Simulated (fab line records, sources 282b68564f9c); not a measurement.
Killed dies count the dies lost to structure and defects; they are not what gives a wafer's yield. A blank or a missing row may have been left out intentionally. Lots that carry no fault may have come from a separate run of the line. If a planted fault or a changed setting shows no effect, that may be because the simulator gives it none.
A struck lot beside a sound one | flow rit cmos | 27 steps out of a route of 202
Sound: the wafers L565.2, L565.3, L565.6. Wafers L571.1, L571.2, L571.4 were the ones struck. The cause comes at the end.
Per side, at each step with rows, come the tool, then ch with its chambers, and then its first start. Under that, the readings that differ: sound wafers | struck wafers | difference of the means | sigmas: that difference in standard deviations of wafers without a fault.
alike: readings whose means differ by less than 2 such deviations, and words and numbers that are the same on both sides. not compared: withheld readings, readings that some wafer has no value for, bounds like >300 that may hide the same value, and numbers for which the record gives no deviation and whose values overlap.
The two part at a step that has a row with sigmas, a row that says differs or no value, or rows on one side only. Numbers that have no deviation but don't overlap get no sigmas and don't part them. Lack of a reading on every wafer of one side parts them only where that side has two or more wafers.

first, 4 steps without rows for these wafers: RIT_CONTACT_SOFTBAKE_04 (time 60 s); RIT_CONTACT_EXPOSE_05 (exposes mask M11, target cd 1000 nm); RIT_CONTACT_PEB_06; RIT_CONTACT_DEVELOP_07 (develop time 120 s).
RIT_CONTACT_CD_MEAS_08: target cd 1000 nm.
  sound: cd sem-01 at day 3 20:04; struck: cd sem-02 at day 5 03:05
  alike: cd nm
RIT_CONTACT_OVL_MEAS_09:
  sound: overlay-02 at day 3 20:10; struck: overlay-02 at day 5 03:13
  alike: CONTACT_OVL
then, 1 step without rows for these wafers: RIT_CONTACT_HARDBAKE_10 (time 60 s).
RIT_CONTACT_ETCH_11: etches SiO2 in CHF3/CF4/Ar, stops on TiSi2, target depth 480 nm, time 320 s.
  sound on rie diel-02 ch 0,1,2, day 3 20:21; struck on rie diel-02 ch 0,1,2, day 5 03:23
  alike: chamber pressure mTorr, drypump motor current A, oes product au, throttle valve pct
  not compared: rf hours counter h
RIT_CONTACT_STRIP_12: strips in O2, time 180 s.
  sound on plasma asher-01 ch 0,1, day 3 20:33; struck on plasma asher-01 ch 0,1, day 5 03:35
  alike: chamber pressure mTorr, drypump motor current A
  not compared: rf hours counter h
RIT_CONTACT_CD_MEAS_90: target cd 1000 nm.
  sound: cd sem-02 at day 3 20:44; struck: cd sem-02 at day 5 03:46
  alike: cd nm
then, 2 steps without rows for these wafers: RIT_CONTACT_CLEAN_13 (cleans in SC1, time 600 s); RIT_CONTACT_CLEAN_14 (cleans in SC2, time 600 s).
RIT_M1_SPUTTER_00: material Al, target thk 400 nm, time 500 s.
  sound: pvd sputter-02 at day 3 21:11; struck: pvd sputter-02 at day 5 04:15
  reading                               | sound             | struck          | difference | sigmas
  model.Al_of_M1_SPUTTER_00.thk nm (nm) | 410.9 403.3 404.5 | 293.5 289.9 285 | -116.8     |
  alike: chamber pressure pa, throttle valve pct
RIT_M1_RS_MEAS_01: uses a four-point probe to measure.
  sound: film metro-04 at day 3 21:31; struck: film metro-02 at day 5 04:32
  reading           | sound                | struck               | difference | sigmas
  M1_AL_RS (ohm/sq) | 0.0717 0.0730 0.0727 | 0.1009 0.1020 0.1038 | +0.0298    | +37
RIT_M1_THK_MEAS_02: measures by xrf.
  sound: film metro-04 at day 3 21:37; struck: film metro-02 at day 5 04:40
  reading        | sound       | struck      | difference | sigmas
  M1_AL_THK (nm) | 412 406 408 | 292 288 284 | -121       | -24
then, 6 steps without rows for these wafers: RIT_M1_HMDS_03 (prime time 60 s); RIT_M1_COAT_04 (resist thk 1300 nm); RIT_M1_SOFTBAKE_05 (time 60 s); RIT_M1_EXPOSE_06 (exposes mask M12, target cd 2600 nm); RIT_M1_PEB_07; RIT_M1_DEVELOP_08 (develop time 68 s).
RIT_M1_CD_MEAS_09: target cd 2600 nm.
  sound: cd sem-01 at day 3 22:45; struck: cd sem-02 at day 5 05:36
  alike: cd nm
RIT_M1_OVL_MEAS_10:
  sound: overlay-02 at day 3 22:52; struck: overlay-02 at day 5 05:43
  alike: M1_OVL
then, 1 step without rows for these wafers: RIT_M1_HARDBAKE_11 (time 120 s).
RIT_M1_METAL_ETCH_12: etches Al in Cl2/BCl3, stops on SiO2, time 165 s, target depth 600 nm.
  sound on rie metal-04 ch 0,1, day 3 23:08; struck on rie metal-04 ch 0,1, day 5 06:01
  reading               | sound             | struck            | difference | sigmas
  oes product au (a.u.) | 0.775 0.785 0.770 | 0.648 0.645 0.642 | -0.132     | -10
  alike: chamber pressure mTorr, drypump motor current A, throttle valve pct
  not compared: rf hours counter h
then, 1 step without rows for these wafers: RIT_M1_STRIP_13 (strips in nmp, time 600 s).
RIT_M1_PROBE_99:
  sound: prober-02 at day 4 01:26; struck: prober-02 at day 5 08:25
  reading                  | sound                  | struck                 | difference | sigmas
  model.etest.m1.rs ohm sq | 0.07104 0.0719 0.07203 | 0.09883 0.09983 0.1021 | +0.02860   |
  alike: defect limited yield, killed at front end, killed dies, killed open, killed short, sort_bin_3_pad_short, sort_bin_5_function, sort_bin_6_memory, sort n pass, sort yield pct
  not compared: model.etest.antenna m1.vt shift v

## WHERE THEY PART
First at RIT_M1_RS_MEAS_01; last, within this record, at RIT_M1_METAL_ETCH_12. Later steps at which nothing parts them and some readings are alike: RIT_M1_PROBE_99.

WHY: what the simulator had put in
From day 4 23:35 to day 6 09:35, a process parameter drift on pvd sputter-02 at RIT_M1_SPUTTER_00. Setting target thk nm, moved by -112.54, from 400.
